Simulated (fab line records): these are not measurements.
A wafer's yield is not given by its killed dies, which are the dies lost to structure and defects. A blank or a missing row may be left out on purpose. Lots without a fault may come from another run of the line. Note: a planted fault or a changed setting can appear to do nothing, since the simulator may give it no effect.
A sampling plan put to the test | flow rit_cmos | one fab line, 8 faults that these records tell of, each judged on the records of the lots that it struck
What counts as the plan is the set of the line's own looks, namely the steps on the route at which a gauge or an inspection reads a wafer and does not change it. A look can be judged if struck wafers have a number there and the file gives its usual mean and standard deviation on fault-free wafers. Caught: at a look after the fault's first step, the mean of the struck wafers lies 4 or more of those standard deviations (sigma) from the usual mean. On the tool: the fault's steps, tested the same way using the tool's own readings. If the struck wafers alone have a blank record, or they carry another recipe, that too counts as caught.

== THE FAULTS, as the simulator had put them in ==
1. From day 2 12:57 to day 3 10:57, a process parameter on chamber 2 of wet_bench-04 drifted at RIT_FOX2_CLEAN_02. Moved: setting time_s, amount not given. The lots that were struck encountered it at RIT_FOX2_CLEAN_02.
2. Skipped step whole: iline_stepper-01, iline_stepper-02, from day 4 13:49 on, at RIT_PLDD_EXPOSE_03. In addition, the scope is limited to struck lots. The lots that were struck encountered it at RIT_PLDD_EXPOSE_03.
3. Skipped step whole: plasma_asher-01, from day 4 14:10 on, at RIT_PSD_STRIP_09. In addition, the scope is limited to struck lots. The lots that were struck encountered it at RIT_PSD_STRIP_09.
4. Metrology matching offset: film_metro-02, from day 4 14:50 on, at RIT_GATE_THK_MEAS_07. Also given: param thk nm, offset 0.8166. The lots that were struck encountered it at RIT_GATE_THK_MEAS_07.
5. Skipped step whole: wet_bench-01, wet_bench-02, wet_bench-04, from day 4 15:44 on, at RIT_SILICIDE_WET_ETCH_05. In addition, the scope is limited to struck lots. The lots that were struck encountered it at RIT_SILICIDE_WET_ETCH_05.
6. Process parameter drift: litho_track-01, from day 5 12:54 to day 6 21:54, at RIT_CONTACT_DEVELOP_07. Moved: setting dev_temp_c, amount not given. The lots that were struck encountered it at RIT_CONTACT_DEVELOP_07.
7. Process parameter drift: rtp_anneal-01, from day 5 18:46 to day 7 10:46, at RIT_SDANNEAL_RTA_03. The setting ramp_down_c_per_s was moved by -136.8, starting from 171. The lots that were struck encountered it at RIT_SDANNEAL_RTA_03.
8. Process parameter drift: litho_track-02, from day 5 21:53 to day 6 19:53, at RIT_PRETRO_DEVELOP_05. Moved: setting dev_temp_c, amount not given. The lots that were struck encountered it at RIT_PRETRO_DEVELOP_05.

== WHAT THE PLAN SAW ==
fault | on the tool itself                               | first look that catches it                   | reading, sigma                                   | median hours from its first step to that look | hours from the fault's start to the first struck lot there | judged looks passed uncaught
1     | run_length_s +57 sigma                           | not the one look that can be judged after it | -                                                | -                                             | -                                                          | 1
2     | no reading that can be judged                    | no look after it can be judged               | -                                                | -                                             | -                                                          | 0
3     | the tool's record is blank for the struck wafers | no look after it can be judged               | -                                                | -                                             | -                                                          | 0
4     | GATE_OXIDE_THK +15 sigma                         | not the one look that can be judged after it | -                                                | -                                             | -                                                          | 1
5     | the tool's record is blank for the struck wafers | no look after it can be judged               | -                                                | -                                             | -                                                          | 0
6     | developer_temp_C +23 sigma                       | not the one look that can be judged after it | strongest: cd_nm at RIT_CONTACT_CD_MEAS_08, -3.7 | -                                             | -                                                          | 1
7     | ramp_down_c_per_s -99 or beyond sigma            | no look after it can be judged               | -                                                | -                                             | -                                                          | 0
8     | developer_temp_C +24 sigma                       | no look after it can be judged               | -                                                | -                                             | -                                                          | 0
Dash: fault not caught, or number not given in these records.

Caught at a look: 0 of 8. Caught on the tool: 7 of 8. By one or the other: 7 of 8.
Faults caught by the tool alone: 1, 3, 4, 5, 6, 7, 8.
Caught by neither: fault 2.
